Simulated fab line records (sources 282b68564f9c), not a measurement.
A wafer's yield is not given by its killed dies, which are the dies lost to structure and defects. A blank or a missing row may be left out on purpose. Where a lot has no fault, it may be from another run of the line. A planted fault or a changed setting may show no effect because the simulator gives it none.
fab line records + flow ritCmos
record:
- lots: 5
- wafers: 15
- lastDay: 7
route steps=202 shown CONTACT@172 M1@184
lots with no fault: from the same line, run without faults
startH: start of the lot's first displayed wafer, in hours after the record's first day + waitH: hours from the lot's prior step to this one + " same as the row above + L1.1+2: several wafers, shown together as one row + - no value, or no start was given + * or withheld: withheld + < > ~ a bound
route shown NAME@n: NAME is a module with steps in the file, n the number in the route of the first one + usual: the fault-free wafers' mean and standard deviation + same: alike in all rows + chamber/n: place in a boat + sites: readings site by site + _std_site: standard deviation across them + _edge_site: the outer-site mean with the inner-site mean subtracted + radiusMm: how far each site lies from the wafer's centre + mask NAME#n: copy n + behind: tool/chamber where the wafer was last shaped + hold: reason for holding the lot/hours on hold/outcome of the hold + device: whichever transistor did not switch (one of n, p or np) + end of line: the tests these same wafers got at the end of their route + a step with no rows: only its recipe + killed: the dies lost at the first sort to structure and to defects; this is not the yield of the wafer + map: the dies of a wafer, with x for killed, . for not killed, _ for no die there
set.NAME: the setting the step ran with; set.NAME@STEP: the setting that earlier step ran with + model.NAME: the simulator's own value behind a step, which no gauge read
lots seen at some steps along the route; tables by step, rows by wafer
services: a tool's chamber out of use, with start hour (startH, from the record's first day; less than 0 if before it), hours out, and reason
== steps ==
step: RIT_CONTACT_SOFTBAKE_04
recipe:
- resist: NOVOLAK
- tempC: 90
- timeS: 60
step: RIT_CONTACT_EXPOSE_05
recipe:
- maskId: M11
- na: 0.6
- sourceShape: conventional
- sigmaOuter: 0.5
- targetCdNm: 1000
- doseMj: 250
step: RIT_CONTACT_PEB_06
recipe:
- resist: NOVOLAK
- tempC: withheld
- timeS: withheld
step: RIT_CONTACT_DEVELOP_07
recipe:
- resist: NOVOLAK
- developTimeS: 120
- devTempC: 23
step: RIT_CONTACT_CD_MEAS_08
recipe:
- targetCdNm: 1000
usual:
- cdNm: 999.3/2.3
| lot.wafer | tool     | chamber | startH | waitH | cdNm   |
|-----------|----------|---------|--------|-------|--------|
| L814.1    | cdSem-01 | -       | 59.77  | -     | 1001.1 |
| L814.2    | "        | -       | "      | "     | 1003.1 |
| L814.3    | "        | -       | "      | "     | 1001.6 |
| L816.3    | cdSem-01 | -       | 69.02  | -     | 1001.9 |
| L816.5    | "        | -       | "      | "     | 1000.1 |
| L816.6    | "        | -       | "      | "     | 999.6  |
| L830.3    | cdSem-01 | -       | 137.97 | -     | 998.2  |
| L830.4    | "        | -       | "      | "     | 999.8  |
| L830.5    | "        | -       | "      | "     | 997.3  |
| L833.1    | cdSem-01 | -       | 153.47 | -     | 998.7  |
| L833.3    | "        | -       | "      | "     | 999.2  |
| L833.5    | "        | -       | "      | "     | 997.4  |
| L835.1    | cdSem-02 | -       | 160.41 | -     | 999.9  |
| L835.4    | "        | -       | "      | "     | 1003.1 |
| L835.5    | "        | -       | "      | "     | 1001.2 |
step: RIT_CONTACT_OVL_MEAS_09
usual:
- CONTACT_OVL: -0.8/1.4
| lot.wafer | tool       | chamber | startH | waitH | CONTACT_OVL[nm] |
|-----------|------------|---------|--------|-------|-----------------|
| L814.1    | overlay-02 | -       | 59.89  | 0.1   | -2.6            |
| L814.2    | "          | -       | "      | "     | -1.9            |
| L814.3    | "          | -       | "      | "     | -2.0            |
| L816.3    | overlay-02 | -       | 69.11  | 0.1   | -0.4            |
| L816.5    | "          | -       | "      | "     | -0.1            |
| L816.6    | "          | -       | "      | "     | -0.1            |
| L830.3    | overlay-02 | -       | 138.07 | 0.1   | -2.0            |
| L830.4    | "          | -       | "      | "     | -1.8            |
| L830.5    | "          | -       | "      | "     | 0.3             |
| L833.1    | overlay-01 | -       | 153.59 | 0.1   | -1.8            |
| L833.3    | "          | -       | "      | "     | -2.9            |
| L833.5    | "          | -       | "      | "     | -1.3            |
| L835.1    | overlay-01 | -       | 160.53 | 0.1   | -1.7            |
| L835.4    | "          | -       | "      | "     | -0.8            |
| L835.5    | "          | -       | "      | "     | -0.8            |
step: RIT_CONTACT_HARDBAKE_10
recipe:
- resist: NOVOLAK
- tempC: 140
- timeS: 60
step: RIT_CONTACT_ETCH_11
recipe:
- targetDepthA: 4800
- overEtchFrac: 0.2
- stopOn: TiSi2
- chemistry: CHF3/CF4/Ar
- target: SiO2
- CHF3_flow_sccm: 50
- cf4FlowSccm: 10
- Ar_flow_sccm: 100
- O2_flow_sccm: 5
- pressureMtorr: 100
- rfW: 200
- timeS: 320
usual:
- drypumpMotorCurrentA: 5.8/0.48
- oesProductAu: 0.988/0.018
- throttleValvePct: 8.82/0.16
| lot.wafer | tool       | chamber | startH | waitH | drypumpMotorCurrentA | oesProductAu | rfHoursCounterH | throttleValvePct |
|-----------|------------|---------|--------|-------|----------------------|--------------|-----------------|------------------|
| L814.1    | rieDiel-02 | 2       | 60.07  | 0.1   | 5.1                  | 1.007        | 118             | 9.00             |
| L814.2    | "          | 0       | "      | "     | 4.9                  | 0.962        | 5               | 8.55             |
| L814.3    | "          | 3       | "      | "     | 5.5                  | 0.984        | 131             | 8.80             |
| L816.3    | rieDiel-03 | 3       | 69.28  | 0.1   | 6.1                  | 0.979        | 40              | 8.58             |
| L816.5    | "          | 0       | "      | "     | 5.9                  | 1.005        | -               | 8.93             |
| L816.6    | "          | 1       | "      | "     | 5.8                  | 1.006        | -               | 8.70             |
| L830.3    | rieDiel-02 | 3       | 138.24 | 0.1   | 5.5                  | 0.987        | 133             | 8.82             |
| L830.4    | "          | 0       | "      | "     | 4.9                  | 0.961        | 7               | 8.54             |
| L830.5    | "          | 1       | "      | "     | 6.3                  | 0.954        | -               | 8.97             |
| L833.1    | rieDiel-02 | 1       | 153.77 | 0.1   | 6.3                  | 0.962        | 25              | 8.96             |
| L833.3    | "          | 3       | "      | "     | 5.5                  | 0.982        | 133             | 8.81             |
| L833.5    | "          | 0       | "      | "     | 5.0                  | 0.952        | -               | 8.55             |
| L835.1    | rieDiel-04 | 2       | 160.72 | 0.1   | 6.0                  | 0.979        | 2               | 8.86             |
| L835.4    | "          | 1       | "      | "     | 5.6                  | 0.975        | 134             | 9.12             |
| L835.5    | "          | 3       | "      | "     | 6.8                  | 1.009        | -               | 8.73             |
step: RIT_CONTACT_STRIP_12
recipe:
- chemistry: O2
- timeS: 180
- resist: NOVOLAK
- platenTempC: withheld
- powerW: 500
- pressureMtorr: 4000
- o2FlowSccm: 4000
usual:
- drypumpMotorCurrentA: 5.7/0.34
| lot.wafer | tool           | chamber | startH | waitH | drypumpMotorCurrentA | rfHoursCounterH |
|-----------|----------------|---------|--------|-------|----------------------|-----------------|
| L814.1    | plasmaAsher-03 | 0       | 60.27  | 0.1   | 5.5                  | 40              |
| L814.2    | "              | 1       | "      | "     | 6.0                  | 40              |
| L814.3    | "              | 1       | "      | "     | 6.0                  | -               |
| L816.3    | plasmaAsher-03 | 1       | 69.54  | 0.2   | 6.0                  | -               |
| L816.5    | "              | 0       | "      | "     | 5.5                  | -               |
| L816.6    | "              | 1       | "      | "     | 6.0                  | -               |
| L830.3    | plasmaAsher-03 | 0       | 138.49 | 0.2   | 5.5                  | -               |
| L830.4    | "              | 1       | "      | "     | 6.0                  | -               |
| L830.5    | "              | 1       | "      | "     | 6.0                  | -               |
| L833.1    | plasmaAsher-02 | 0       | 153.97 | 0.1   | 5.2                  | 53              |
| L833.3    | "              | 1       | "      | "     | 6.1                  | -               |
| L833.5    | "              | 0       | "      | "     | 5.2                  | -               |
| L835.1    | plasmaAsher-03 | 0       | 160.91 | 0.1   | 5.5                  | 51              |
| L835.4    | "              | 0       | "      | "     | 5.5                  | -               |
| L835.5    | "              | 1       | "      | "     | 6.0                  | -               |
step: RIT_CONTACT_CD_MEAS_90
recipe:
- targetCdNm: 1000
usual:
- cdNm: 999.3/2.4
| lot.wafer | tool     | chamber | startH | waitH | cdNm   |
|-----------|----------|---------|--------|-------|--------|
| L814.1    | cdSem-02 | -       | 60.44  | 0.1   | 1001.4 |
| L814.2    | "        | -       | "      | "     | 1003.5 |
| L814.3    | "        | -       | "      | "     | 1002.0 |
| L816.3    | cdSem-01 | -       | 69.69  | 0.1   | 1002.0 |
| L816.5    | "        | -       | "      | "     | 1000.6 |
| L816.6    | "        | -       | "      | "     | 999.9  |
| L830.3    | cdSem-02 | -       | 138.65 | 0.1   | 997.6  |
| L830.4    | "        | -       | "      | "     | 1000.2 |
| L830.5    | "        | -       | "      | "     | 997.1  |
| L833.1    | cdSem-02 | -       | 154.14 | 0.1   | 998.5  |
| L833.3    | "        | -       | "      | "     | 999.1  |
| L833.5    | "        | -       | "      | "     | 997.5  |
| L835.1    | cdSem-02 | -       | 161.09 | 0.1   | 1000.3 |
| L835.4    | "        | -       | "      | "     | 1003.1 |
| L835.5    | "        | -       | "      | "     | 1001.9 |
step: RIT_CONTACT_CLEAN_13
recipe:
- chemistry: SC1
- mix: 3:3:50
- timeS: 600
- tempC: 75
step: RIT_CONTACT_CLEAN_14
recipe:
- chemistry: SC2
- mix: 3:3:50
- timeS: 600
- tempC: 75
- dry: n2Spin
step: RIT_M1_SPUTTER_00
recipe:
- material: Al
- targetThkNm: 400
- powerW: 2000
- chamberPressurePa: 0.4
- gas: Ar
- timeS: 500
- substrateTempC: 25
usual:
- substrateTempC: 25.00/0.1
- throttleValvePct: 30.1/0.58
| lot.wafer | tool          | chamber | startH | waitH | substrateTempC | throttleValvePct | model.Al_of_M1_SPUTTER_00.thkNm |
|-----------|---------------|---------|--------|-------|----------------|------------------|---------------------------------|
| L814.1    | pvdSputter-02 | -       | 60.91  | 0.0   | 24.99          | 29.5             | 392                             |
| L814.2    | "             | -       | "      | "     | 25.00          | 29.9             | 394.2                           |
| L814.3    | "             | -       | "      | "     | 25.21          | 30.2             | 394.9                           |
| L816.3    | pvdSputter-03 | -       | 70.14  | 0.0   | 25.06          | 30.4             | 403.8                           |
| L816.5    | "             | -       | "      | "     | 24.96          | 30.3             | 399.7                           |
| L816.6    | "             | -       | "      | "     | 24.92          | 29.8             | 401.7                           |
| L830.3    | pvdSputter-02 | -       | 139.10 | 0.0   | 24.88          | 29.0             | 395.9                           |
| L830.4    | "             | -       | "      | "     | 25.14          | 29.5             | 396.5                           |
| L830.5    | "             | -       | "      | "     | 24.99          | 30.0             | 364.6                           |
| L833.1    | pvdSputter-03 | -       | 154.65 | 0.0   | 25.14          | 30.1             | 403.4                           |
| L833.3    | "             | -       | "      | "     | 25.03          | 30.3             | 399.1                           |
| L833.5    | "             | -       | "      | "     | 25.06          | 30.4             | 402.5                           |
| L835.1    | pvdSputter-03 | -       | 161.59 | 0.0   | 25.25          | 29.5             | 394.9                           |
| L835.4    | "             | -       | "      | "     | 25.02          | 29.8             | 397.6                           |
| L835.5    | "             | -       | "      | "     | 25.10          | 30.0             | 395.9                           |
step: RIT_M1_RS_MEAS_01
recipe:
- thkMeasGauge: four-point-probe
- reads: Al_of_M1_SPUTTER_00
usual:
- M1_AL_RS: 0.0731/0.00081
| lot.wafer | tool         | chamber | startH | waitH | M1_AL_RS[ohm/sq] |
|-----------|--------------|---------|--------|-------|------------------|
| L814.1    | filmMetro-02 | -       | 61.21  | 0.1   | 0.0747           |
| L814.2    | "            | -       | "      | "     | 0.0743           |
| L814.3    | "            | -       | "      | "     | 0.0740           |
| L816.3    | filmMetro-03 | -       | 70.47  | 0.2   | 0.0726           |
| L816.5    | "            | -       | "      | "     | 0.0735           |
| L816.6    | "            | -       | "      | "     | 0.0733           |
| L830.3    | filmMetro-03 | -       | 139.43 | 0.2   | 0.0743           |
| L830.4    | "            | -       | "      | "     | 0.0742           |
| L830.5    | "            | -       | "      | "     | 0.0807           |
| L833.1    | filmMetro-04 | -       | 154.94 | 0.1   | 0.0726           |
| L833.3    | "            | -       | "      | "     | 0.0735           |
| L833.5    | "            | -       | "      | "     | 0.0728           |
| L835.1    | filmMetro-03 | -       | 161.88 | 0.1   | 0.0744           |
| L835.4    | "            | -       | "      | "     | 0.0742           |
| L835.5    | "            | -       | "      | "     | 0.0742           |
step: RIT_M1_THK_MEAS_02
recipe:
- thkMeasGauge: xrf
- reads: Al_of_M1_SPUTTER_00
usual:
- M1_AL_THK: 400/4.6
| lot.wafer | tool         | chamber | startH | waitH | M1_AL_THK[nm] |
|-----------|--------------|---------|--------|-------|---------------|
| L814.1    | filmMetro-02 | -       | 61.33  | 0.1   | 394           |
| L814.2    | "            | -       | "      | "     | 392           |
| L814.3    | "            | -       | "      | "     | 397           |
| L816.3    | filmMetro-03 | -       | 70.57  | 0.1   | 402           |
| L816.5    | "            | -       | "      | "     | 401           |
| L816.6    | "            | -       | "      | "     | 402           |
| L830.3    | filmMetro-03 | -       | 139.53 | 0.1   | 396           |
| L830.4    | "            | -       | "      | "     | 396           |
| L830.5    | "            | -       | "      | "     | 364           |
| L833.1    | filmMetro-04 | -       | 155.06 | 0.1   | 403           |
| L833.3    | "            | -       | "      | "     | 399           |
| L833.5    | "            | -       | "      | "     | 402           |
| L835.1    | filmMetro-03 | -       | 162.00 | 0.1   | 394           |
| L835.4    | "            | -       | "      | "     | 397           |
| L835.5    | "            | -       | "      | "     | 395           |
step: RIT_M1_HMDS_03
recipe:
- primeTimeS: 60
- primeTempC: 140
step: RIT_M1_COAT_04
recipe:
- resist: NOVOLAK
- spinRpm: 2000
- resistThkNm: 1300
step: RIT_M1_SOFTBAKE_05
recipe:
- resist: NOVOLAK
- tempC: 90
- timeS: 60
step: RIT_M1_EXPOSE_06
recipe:
- maskId: M12
- na: 0.6
- sourceShape: conventional
- sigmaOuter: 0.5
- targetCdNm: 2600
- doseMj: 250
step: RIT_M1_PEB_07
recipe:
- resist: NOVOLAK
- tempC: withheld
- timeS: withheld
step: RIT_M1_DEVELOP_08
recipe:
- resist: NOVOLAK
- developTimeS: 68
- devTempC: 23
step: RIT_M1_CD_MEAS_09
recipe:
- targetCdNm: 2600
usual:
- cdNm: 2600.0/2.4
| lot.wafer | tool     | chamber | startH | waitH | cdNm   |
|-----------|----------|---------|--------|-------|--------|
| L814.1    | cdSem-01 | -       | 62.27  | -     | 2593.5 |
| L814.2    | "        | -       | "      | "     | 2597.1 |
| L814.3    | "        | -       | "      | "     | 2594.9 |
| L816.3    | cdSem-02 | -       | 71.66  | -     | 2602.5 |
| L816.5    | "        | -       | "      | "     | 2603.0 |
| L816.6    | "        | -       | "      | "     | 2601.3 |
| L830.3    | cdSem-02 | -       | 140.61 | -     | 2597.9 |
| L830.4    | "        | -       | "      | "     | 2598.9 |
| L830.5    | "        | -       | "      | "     | 2597.2 |
| L833.1    | cdSem-02 | -       | 156.13 | -     | 2602.2 |
| L833.3    | "        | -       | "      | "     | 2602.1 |
| L833.5    | "        | -       | "      | "     | 2603.5 |
| L835.1    | cdSem-02 | -       | 163.07 | -     | 2604.7 |
| L835.4    | "        | -       | "      | "     | 2602.6 |
| L835.5    | "        | -       | "      | "     | 2601.8 |
step: RIT_M1_OVL_MEAS_10
usual:
- M1_OVL: 0.5/1.5
| lot.wafer | tool       | chamber | startH | waitH | M1_OVL[nm] |
|-----------|------------|---------|--------|-------|------------|
| L814.1    | overlay-02 | -       | 62.39  | 0.1   | 0.1        |
| L814.2    | "          | -       | "      | "     | 0.7        |
| L814.3    | "          | -       | "      | "     | 2.3        |
| L816.3    | overlay-01 | -       | 71.75  | 0.1   | 1.3        |
| L816.5    | "          | -       | "      | "     | -1.1       |
| L816.6    | "          | -       | "      | "     | -0.9       |
| L830.3    | overlay-02 | -       | 140.71 | 0.1   | -2.0       |
| L830.4    | "          | -       | "      | "     | -1.6       |
| L830.5    | "          | -       | "      | "     | 0.5        |
| L833.1    | overlay-01 | -       | 156.25 | 0.1   | -1.7       |
| L833.3    | "          | -       | "      | "     | -2.2       |
| L833.5    | "          | -       | "      | "     | -1.5       |
| L835.1    | overlay-02 | -       | 163.19 | 0.1   | 2.2        |
| L835.4    | "          | -       | "      | "     | 2.5        |
| L835.5    | "          | -       | "      | "     | -0.7       |
step: RIT_M1_HARDBAKE_11
recipe:
- resist: NOVOLAK
- tempC: 140
- timeS: 120
step: RIT_M1_METAL_ETCH_12
recipe:
- stopOn: SiO2
- chemistry: Cl2/BCl3
- target: Al
- timeS: 165
- overEtchFrac: 0.5
- pressureMtorr: 100
- targetDepthA: 6000
- rfW: 250
- Cl2_flow_sccm: 60
- bcl3FlowSccm: 50
usual:
- drypumpMotorCurrentA: 5.4/0.33
- oesProductAu: 0.779/0.012
- throttleValvePct: 8.25/0.13
| lot.wafer | tool        | chamber | startH | waitH | drypumpMotorCurrentA | oesProductAu | rfHoursCounterH | throttleValvePct |
|-----------|-------------|---------|--------|-------|----------------------|--------------|-----------------|------------------|
| L814.1    | rieMetal-04 | 1       | 62.67  | 0.2   | 5.3                  | 0.748        | 2               | 8.23             |
| L814.2    | "           | 0       | "      | "     | 5.8                  | 0.771        | 2               | 8.34             |
| L814.3    | "           | 1       | "      | "     | 5.3                  | 0.762        | -               | 8.25             |
| L816.3    | rieMetal-01 | 1       | 72.08  | 0.2   | 5.2                  | 0.795        | -               | 8.32             |
| L816.5    | "           | 0       | "      | "     | 5.7                  | 0.784        | -               | 7.96             |
| L816.6    | "           | 1       | "      | "     | 5.2                  | 0.803        | -               | 8.31             |
| L830.3    | rieMetal-03 | 1       | 141.03 | 0.2   | 5.6                  | 0.768        | -               | 8.34             |
| L830.4    | "           | 0       | "      | "     | 4.8                  | 0.787        | -               | 8.23             |
| L830.5    | "           | 1       | "      | "     | 5.6                  | 0.732        | -               | 8.36             |
| L833.1    | rieMetal-01 | 1       | 156.83 | 0.2   | 5.2                  | 0.790        | 0               | 8.31             |
| L833.3    | "           | 1       | "      | "     | 5.2                  | 0.776        | -               | 8.30             |
| L833.5    | "           | 1       | "      | "     | 5.2                  | 0.787        | -               | 8.30             |
| L835.1    | rieMetal-03 | 1       | 163.48 | 0.2   | 5.7                  | 0.769        | 2               | 8.35             |
| L835.4    | "           | 0       | "      | "     | 4.9                  | 0.788        | -               | 8.23             |
| L835.5    | "           | 1       | "      | "     | 5.6                  | 0.763        | -               | 8.36             |
step: RIT_M1_STRIP_13
recipe:
- chemistry: nmp
- resist: NOVOLAK
- tempC: 80
- timeS: 600
- dry: n2Spin
step: RIT_M1_PROBE_99
usual:
- defectLimitedYield: 97.4/1.2
- killedAtContacts: 0.1/0.27
- killedAtFrontEnd: 7/3.1
- killedDies: 7/3.1
- killedOpen: 3.3/2.1
- killedShort: 3.5/2
- sort_bin_3_pad_short: 0.1/0.21
- sort_bin_5_function: 1.5/0.83
- sort_bin_6_memory: 1.0/0.65
- sortNPass: 257/3.1
- sortYieldPct: 97.4/1.2
same:
- grossDies: 264
- killed_at_M0_to_M3: 0
- killed_at_M4_up: 0
- killedAtBackSide: 0
- killedAtOther: 0
| lot.wafer | tool      | chamber | startH | waitH | defectLimitedYield[%] | killedAtContacts | killedAtFrontEnd | killedDies | killedOpen | killedShort | sort_bin_3_pad_short[%] | sort_bin_5_function[%] | sort_bin_6_memory[%] | sortNPass | sortYieldPct[%] | model.etest.m1.rsOhmSq |
|-----------|-----------|---------|--------|-------|-----------------------|------------------|------------------|------------|------------|-------------|-------------------------|------------------------|----------------------|-----------|-----------------|------------------------|
| L814.1    | prober-02 | -       | 64.94  | 0.1   | 99.2                  | 0                | 2                | 2          | 0          | 2           | 0                       | 0.8                    | 0                    | 262       | 99.2            | 0.07386                |
| L814.2    | prober-02 | -       | 64.99  | 0.1   | 96.6                  | 0                | 9                | 9          | 4          | 5           | 0                       | 2.3                    | 1.1                  | 255       | 96.6            | 0.07375                |
| L814.3    | prober-02 | -       | 65.04  | 0.2   | 98.1                  | 0                | 5                | 5          | 4          | 1           | 0                       | 0.8                    | 1.1                  | 259       | 98.1            | 0.0728                 |
| L816.3    | prober-02 | -       | 74.39  | 0.2   | 96.2                  | 0                | 10               | 10         | 5          | 5           | 0                       | 2.7                    | 1.1                  | 254       | 96.2            | 0.07142                |
| L816.5    | prober-02 | -       | 74.49  | 0.2   | 97.7                  | 0                | 6                | 6          | 2          | 3           | 0                       | 1.1                    | 1.1                  | 258       | 97.7            | 0.07272                |
| L816.6    | prober-02 | -       | 74.54  | 0.2   | 97.7                  | 0                | 6                | 6          | 3          | 3           | 0                       | 1.5                    | 0.8                  | 258       | 97.7            | 0.07202                |
| L830.3    | prober-02 | -       | 143.33 | 0.2   | 98.5                  | 0                | 4                | 4          | 3          | 1           | 0                       | 0.8                    | 0.8                  | 260       | 98.5            | 0.07327                |
| L830.4    | prober-02 | -       | 143.38 | 0.2   | 94.7                  | 1                | 13               | 14         | 5          | 9           | 0                       | 3.4                    | 1.9                  | 250       | 94.7            | 0.07299                |
| L830.5    | prober-02 | -       | 143.43 | 0.2   | 97.7                  | 0                | 6                | 6          | 3          | 3           | 0                       | 1.5                    | 0.8                  | 258       | 97.7            | 0.07978                |
| L833.1    | prober-01 | -       | 159.09 | 0.1   | 97.3                  | 0                | 7                | 7          | 2          | 5           | 0.4                     | 2.3                    | 0                    | 257       | 97.3            | 0.07203                |
| L833.3    | prober-01 | -       | 159.19 | 0.2   | 97.0                  | 0                | 8                | 8          | 3          | 5           | 0                       | 2.3                    | 0.8                  | 256       | 97.0            | 0.07289                |
| L833.5    | prober-01 | -       | 159.29 | 0.2   | 96.6                  | 0                | 9                | 9          | 3          | 6           | 0.8                     | 2.3                    | 0.4                  | 255       | 96.6            | 0.07188                |
| L835.1    | prober-02 | -       | 165.73 | 0.1   | 98.1                  | 0                | 5                | 5          | 2          | 3           | 0                       | 1.1                    | 0.8                  | 259       | 98.1            | 0.07352                |
| L835.4    | prober-02 | -       | 165.88 | 0.2   | 99.2                  | 0                | 2                | 2          | 1          | 1           | 0.4                     | 0                      | 0.4                  | 262       | 99.2            | 0.07309                |
| L835.5    | prober-02 | -       | 165.93 | 0.2   | 97.3                  | 0                | 7                | 7          | 4          | 3           | 0                       | 1.9                    | 0.8                  | 257       | 97.3            | 0.07346                |
killed by level:class
L814.1 FOX1:geometricParticle:short=1 FOX2:geometricParticle:short=1
L814.2 GATE:geometricParticle:short=3 GATE:geometricParticle:open=2 FOX1:geometricParticle:open=1 FOX2:geometricParticle:short=1 SILICIDE:geometricParticle:open=1 SILICIDE:geometricParticle:short=1
L814.3 GATE:geometricParticle:open=2 SPACER:geometricParticle:open=2 GATE:geometricParticle:short=1
L816.3 GATE:geometricParticle:open=4 FOX1:geometricParticle:short=2 FOX1:geometricParticle:open=1 REOX:geometricParticle:short=1 SPACER:geometricParticle:short=1 SILICIDE:geometricParticle:short=1
L816.5 FOX1:geometricParticle:short=2 FOX1:geometricParticle:open=1 GATE:geometricParticle:open=1 SPACER:geometricParticle:short=1 PWELL:coatMicrobubblePrinted=1
L816.6 GATE:geometricParticle:short=2 FOX1:geometricParticle:open=1 GATE:geometricParticle:open=1 SPACER:geometricParticle:short=1 SPACER:geometricParticle:open=1
L830.3 FOX1:geometricParticle:short=1 GATE:geometricParticle:open=1 REOX:geometricParticle:open=1 SPACER:geometricParticle:open=1
L830.4 GATE:geometricParticle:short=6 GATE:geometricParticle:open=3 FOX1:geometricParticle:short=1 REOX:geometricParticle:short=1 SPACER:geometricParticle:open=1 SILICIDE:geometricParticle:short=1 CONTACT:geometricParticle:open=1
L830.5 GATE:geometricParticle:open=2 GATE:geometricParticle:short=1 REOX:geometricParticle:short=1 SPACER:geometricParticle:open=1 SILICIDE:geometricParticle:short=1
L833.1 FOX1:geometricParticle:short=2 FOX2:geometricParticle:short=1 GATE:geometricParticle:short=1 REOX:geometricParticle:open=1 SILICIDE:geometricParticle:open=1 SILICIDE:geometricParticle:short=1
L833.3 REOX:geometricParticle:short=2 SPACER:geometricParticle:open=2 FOX1:geometricParticle:short=1 GATE:geometricParticle:short=1 REOX:geometricParticle:open=1 SILICIDE:geometricParticle:short=1
L833.5 FOX1:geometricParticle:short=2 FOX2:geometricParticle:open=2 GATE:geometricParticle:short=2 GATE:geometricParticle:open=1 REOX:geometricParticle:short=1 SILICIDE:geometricParticle:short=1
L835.1 GATE:geometricParticle:short=2 FOX1:geometricParticle:open=1 GATE:geometricParticle:open=1 SPACER:geometricParticle:short=1
L835.4 FOX1:geometricParticle:open=1 SPACER:geometricParticle:short=1
L835.5 GATE:geometricParticle:open=4 GATE:geometricParticle:short=3
== services ==
| tool           | chamber | startH | hours | kind          |
|----------------|---------|--------|-------|---------------|
| rieDiel-04     | 1       | 47.57  | 5.1   | repair        |
| rieDiel-02     | 0       | 49.54  | 5.2   | repair        |
| rieDiel-02     | -       | 56.05  | 0.4   | repair        |
| rieDiel-04     | 2       | 63.02  | -     | clean         |
| rieDiel-04     | 2       | 63.02  | 15.6  | scheduledDown |
| rieDiel-04     | 2       | 63.02  | 15.6  | ventCycle     |
| rieDiel-02     | -       | 64.35  | 0.7   | repair        |
| rieDiel-04     | 0       | 76.60  | 4.9   | repair        |
| rieDiel-04     | 1       | 82.63  | 4.9   | repair        |
| pvdSputter-02  | -       | 85.12  | 10.3  | repair        |
| plasmaAsher-02 | -       | 128.81 | 0.6   | repair        |
| plasmaAsher-03 | -       | 131.59 | 4.5   | repair        |
| pvdSputter-03  | -       | 133.95 | 0.5   | repair        |
| rieMetal-01    | -       | 136.12 | 20.0  | pm            |
| rieMetal-01    | 0       | 136.12 | 20.0  | ventCycle     |
| rieMetal-01    | 1       | 136.12 | 20.0  | ventCycle     |
| rieDiel-04     | -       | 145.20 | 1.9   | repair        |
| rieMetal-01    | 0       | 156.12 | -     | clean         |
| rieMetal-01    | 1       | 156.12 | -     | clean         |
| plasmaAsher-03 | -       | 163.29 | 0.5   | repair        |
== key ==
firstSign:
- step: RIT_M1_RS_MEAS_01
- reading: M1_AL_RS
- direction: up
- sigmas: 9.3
- usual: 0.0731
- struck: 0.0807
effect:
- step: RIT_M1_THK_MEAS_02
- reading: M1_AL_THK
- direction: down
- sigmas: 7.9
- usual: 400
- struck: 364
effect:
- step: RIT_M1_METAL_ETCH_12
- reading: oesProductAu
- direction: down
- sigmas: 3.8
- usual: 0.779
- struck: 0.732
modelEffect:
- step: RIT_M1_SPUTTER_00
- value: Al_of_M1_SPUTTER_00.thkNm
- without: 398.5
- struck: 364.6
modelEffect:
- step: RIT_M1_PROBE_99
- value: etest.m1.rsOhmSq
- without: 0.07302
- struck: 0.07978
metAt RIT_M1_SPUTTER_00
struckWafers L830.5
onsetBetween 60.91 139.10
fault:
- kind: processParameterDrift
- tool: pvdSputter-02
- chamber: -
- onsetH: 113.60
- steps: RIT_M1_SPUTTER_00
- channel: targetThkNm
- offset: -33.858
- shape: step
- endH: 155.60
- actsIn: theseRecipesOnly
- stated: 400
- scope: struckWafersOnly
